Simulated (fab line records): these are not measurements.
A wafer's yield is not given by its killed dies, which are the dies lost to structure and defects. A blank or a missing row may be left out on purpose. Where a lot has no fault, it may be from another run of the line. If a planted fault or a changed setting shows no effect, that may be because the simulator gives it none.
The same fault as seen by 2 desks -- flow rit-cmos -- each desk has only its own numbers; what lay behind them comes last

DESK OF THE TOOL OWNER: rie-si-01
The tool's own readings at RIT_GATE_ETCH_19 (etches poly-Si in SF6/CHF3/O2, stops on SiO2, time 165 s, target depth 312.5 nm): means of the sampled wafers that have a number, for each lot that ran on this tool. Marked OUT: a lot whose mean sits more than 4 standard deviations from the usual mean, which makes it out of limits; the brackets give that distance.
Columns: A = drypump-motor-current-A at RIT_GATE_ETCH_19, usual 5.6 A; B = oes-product-au at RIT_GATE_ETCH_19, usual 0.852 a.u.; C = run-length-s at RIT_GATE_ETCH_19, usual 193.3 s; D = throttle-valve-pct at RIT_GATE_ETCH_19, usual 10.12 %
lot,first seen here,A,B,C,D
L901,day 3 04:04,5.5,0.859,193.6,10.15
L911,day 5 05:55,5.8,0.808,208.4 (+42) OUT,10.14
L913,day 5 16:11,5.7,0.813,208.6 (+42) OUT,10.17
This desk finds L911, L913 out of limits, L911 being first, at day 5 05:55 (run-length-s at RIT_GATE_ETCH_19). In limits: L901.

FROM THE METROLOGY DESK
Means of the sampled wafers that have a number, per lot and without regard to the tool the lot ran on: this is what the gauges read. Marked OUT: a lot whose mean sits more than 4 standard deviations from the usual mean, which makes it out of limits; the brackets give that distance.
Columns: A = GATE_OXIDE_THK at RIT_GATE_THK_MEAS_07, usual 2.76 nm; B = GATE_POLY_THK at RIT_GATE_THK_MEAS_09, usual 250.6 nm; C = cd-nm at RIT_GATE_CD_MEAS_16, usual 149.3 nm; D = GATE_OVL at RIT_GATE_OVL_MEAS_17, usual 0.9 nm
lot,first seen here,A,B,C,D
L901,day 3 01:03,2.74,252.6,145.8,1.0
L902,day 3 07:20,2.84,250.8,151.9,0.9
L911,day 5 02:08,2.72,248.7,153.8,1.8
L913,day 5 12:19,2.80,251.3,147.0,-0.3
L918,day 6 13:20,2.81,249.5,148.9,1.3
L920,day 6 23:41,2.75,252.9,146.8,0.2
Finding of this desk: none of the 6 lots has anything out of limits.

TAKEN TOGETHER
At day 5 05:55, on L911, L913, the tool owner's desk was in a position to raise an alarm.
Nothing out of limits was seen by the metrology desk.
The metrology desk has L911, L913 on record, within its limits.
On rie-si-01, each named lot ran RIT_GATE_ETCH_19.

WHAT THE SIMULATOR PUT IN
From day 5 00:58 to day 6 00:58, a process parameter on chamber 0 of rie-si-01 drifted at RIT_GATE_ETCH_19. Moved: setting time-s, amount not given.
Lots struck among those shown: L911, L913.
Each desk's first reading out of limits, in hours after the fault started: the tool owner's desk, 5.
